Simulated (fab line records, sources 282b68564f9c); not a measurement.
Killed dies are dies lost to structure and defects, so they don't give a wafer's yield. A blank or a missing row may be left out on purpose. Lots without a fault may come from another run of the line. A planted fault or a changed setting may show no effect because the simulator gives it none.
Which tool did it? | flow rit_cmos | 13 lots, 39 wafers sampled, at 1 step of a route of 202

WHAT THE GAUGES READ, wafer by wafer
The record holds no reading of a measuring or inspecting step that can be judged against a usual standard deviation.

WHICH TOOL RAN EACH LOT (tool, then ch and the chambers of the sampled wafers, then the start)
lot  | RIT_FOX2_WET_ETCH_03
L450 | wet_bench-02 ch 3, day 1 22:28
L452 | wet_bench-04 ch 3, day 2 08:34
L455 | wet_bench-02 ch 2, day 2 22:41
L456 | wet_bench-02 ch 0, day 3 02:59
L460 | wet_bench-01 ch 1, day 3 23:12
L461 | wet_bench-04 ch 1, day 4 05:40
L462 | wet_bench-02 ch 2, day 4 12:18
L463 | wet_bench-04 ch 3, day 4 21:36
L464 | wet_bench-04 ch 3, day 4 21:36
L466 | wet_bench-02 ch 0, day 5 09:21
L471 | wet_bench-04 ch 3, day 6 06:17
L472 | wet_bench-02 ch 3, day 6 14:41
L473 | wet_bench-01 ch 2, day 6 18:30
- RIT_FOX2_WET_ETCH_03: etches Si3N4 in H3PO4, target depth 195 nm, time 2700 s.

WHAT THE TOOLS THEMSELVES READ (means of the sampled wafers that have a number; where no wafer has one, the mark that the record gives instead)
RIT_FOX2_WET_ETCH_03. Usual: bath_heat_duty_pct 27 %, standard deviation 3.6; run_length_s 2728 s, standard deviation 3.8.
lot  | tool         | bath_heat_duty_pct (%) | run_length_s (s) | flag
L450 | wet_bench-02 | 32                     | 2727             |
L452 | wet_bench-04 | 22                     | 2728             |
L455 | wet_bench-02 | 25                     | 2724             |
L456 | wet_bench-02 | 27                     | 2732             |
L460 | wet_bench-01 | 36                     | 2728             |
L461 | wet_bench-04 | 31                     | 2725             |
L462 | wet_bench-02 | 25                     | 2733             |
L463 | wet_bench-04 | 22                     | 2735             |
L464 | wet_bench-04 | 23                     | 2734             |
L466 | wet_bench-02 | 28                     | 4345             | OFF
L471 | wet_bench-04 | 23                     | 2727             |
L472 | wet_bench-02 | 31                     | 2726             |
L473 | wet_bench-01 | 28                     | 2726             |

THE ANSWER, worked out from the rows above alone
Rule: a lot is off if the mean of its wafers that have a number lies more than 3 standard deviations from the usual mean. A lot without any number at a reading at which 4 lots or more have one is off too. The other lots that the step has rows for count as sound. The gauges are gone through in route order, then the tools' own readings, and for those a lot's mean is taken as printed above. The first step at which some lot is off is used, and at that step the reading that is off furthest; a lot without a number counts as furthest.
Off: L466, at RIT_FOX2_WET_ETCH_03 (run_length_s).
A tool fits if, at that step or a process step before it, it ran every lot that is off, and no sound lot after the first of them. None of those tried fits.

WHAT THE SIMULATOR HAD PUT IN
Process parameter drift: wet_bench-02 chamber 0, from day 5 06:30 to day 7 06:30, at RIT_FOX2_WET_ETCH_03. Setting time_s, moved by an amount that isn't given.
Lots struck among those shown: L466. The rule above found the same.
